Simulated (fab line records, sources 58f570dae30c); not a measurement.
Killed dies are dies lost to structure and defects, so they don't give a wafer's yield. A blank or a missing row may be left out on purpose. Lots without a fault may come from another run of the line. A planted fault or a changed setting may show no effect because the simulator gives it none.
Split-lot experiment | flow berkeley_cmos170 | 5 lots, 23 wafers read, on a route of 331 steps

THE SPLIT
At UCB170_M2_COAT_05 (resist thk 900 nm), the setting resist_thk_nm was moved away from the recipe's 900 nm on 11 of the 23 wafers read, by -3.8% to +4.7%. The other wafers ran this setting at the recipe's value.

The reading is taken at the split's own step.

THE READING
KrF_of_M2_COAT_05.thk_nm (the simulator's own value, which no gauge read), in nm, at UCB170_M2_COAT_05 (resist thk 900 nm). The file gives no usual value for it. The 12 wafers here that ran the recipe average 901.7 nm, standard deviation 2 nm.

wafer  | tool, chamber at the split | resist_thk_nm as run, nm | against the recipe | KrF_of_M2_COAT_05.thk_nm, nm | against lot-mates on the recipe
L074.1 | litho_track-04, 0          | 865.7                    | -3.8%              | 868.6                        | -35.7
L074.2 | litho_track-04, 0          | 900                      | recipe             | 905.5                        | -
L074.4 | litho_track-04, 0          | 865.7                    | -3.8%              | 867.5                        | -36.8
L074.5 | litho_track-04, 0          | 865.7                    | -3.8%              | 868.2                        | -36.1
L074.6 | litho_track-04, 0          | 900                      | recipe             | 903.1                        | -
L075.1 | litho_track-02, 0          | 900                      | recipe             | 900.4                        | -
L075.3 | litho_track-02, 0          | 934.3                    | +3.8%              | 935.2                        | +34.9
L075.4 | litho_track-02, 0          | 934.3                    | +3.8%              | 935                          | +34.7
L075.5 | litho_track-02, 0          | 934.3                    | +3.8%              | 936                          | +35.7
L075.6 | litho_track-02, 0          | 900                      | recipe             | 900.2                        | -
L079.1 | litho_track-04, 0          | 926.3                    | +2.9%              | 925.9                        | +25.5
L079.2 | litho_track-04, 0          | 900                      | recipe             | 901.9                        | -
L079.3 | litho_track-04, 0          | 900                      | recipe             | 900.5                        | -
L079.4 | litho_track-04, 0          | 900                      | recipe             | 898.9                        | -
L079.5 | litho_track-04, 0          | 926.3                    | +2.9%              | 926.3                        | +25.9
L078.1 | litho_track-02, 0          | 900                      | recipe             | 900.9                        | -
L078.4 | litho_track-02, 0          | 900                      | recipe             | 902.1                        | -
L078.5 | litho_track-02, 0          | 900                      | recipe             | 899.6                        | -
L082.1 | litho_track-04, 0          | 942.4                    | +4.7%              | 943.3                        | +39.5
L082.2 | litho_track-04, 0          | 942.4                    | +4.7%              | 947.9                        | +44.1
L082.4 | litho_track-04, 0          | 900                      | recipe             | 904.8                        | -
L082.5 | litho_track-04, 0          | 942.4                    | +4.7%              | 947.4                        | +43.6
L082.6 | litho_track-04, 0          | 900                      | recipe             | 902.8                        | -

THE FIT
A straight line over all 23 wafers: KrF_of_M2_COAT_05.thk_nm changes by +9.01 nm for each +1% of resist_thk_nm; r = +1.00; the points scatter about the line by 2 nm.
The same after taking each lot's own level away (the mean of its wafers on the recipe; 23 wafers): +9.2 nm for each +1%; r = +1.00; scatter 1.3 nm.
On that fit, the largest move of resist_thk_nm shifts the reading by 43 nm.
The lots' own levels span 900.30 to 904.30 nm, that is 2.1 times the standard deviation above.
So the lot-to-lot level changes the slope little: the two slopes agree.
Check: with one of the wafers moved furthest among these (+4.7%) left out of the fit, the line predicts +43.5 nm for it against its lot-mates. It came out at +39.5 nm against them.

THE WHOLE CHAIN: every reading that the file lists as answering this split, in the file's order
step               | what it does      | reading                                                                   | change (the file's fit)              | r (the file's)
UCB170_M2_COAT_05  | resist thk 900 nm | KrF_of_M2_COAT_05.thk_nm (the simulator's own value, which no gauge read) | +9.14 nm for each +1% of the setting | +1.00
UCB170_M2_STRIP_07 | strips in O2      | strip_time_to_endpoint_s                                                  | withheld for each +1% of the setting | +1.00

THE FILE'S OWN FIT
KrF_of_M2_COAT_05.thk_nm changes by +9.14 nm for each +1% of resist_thk_nm, r = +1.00.
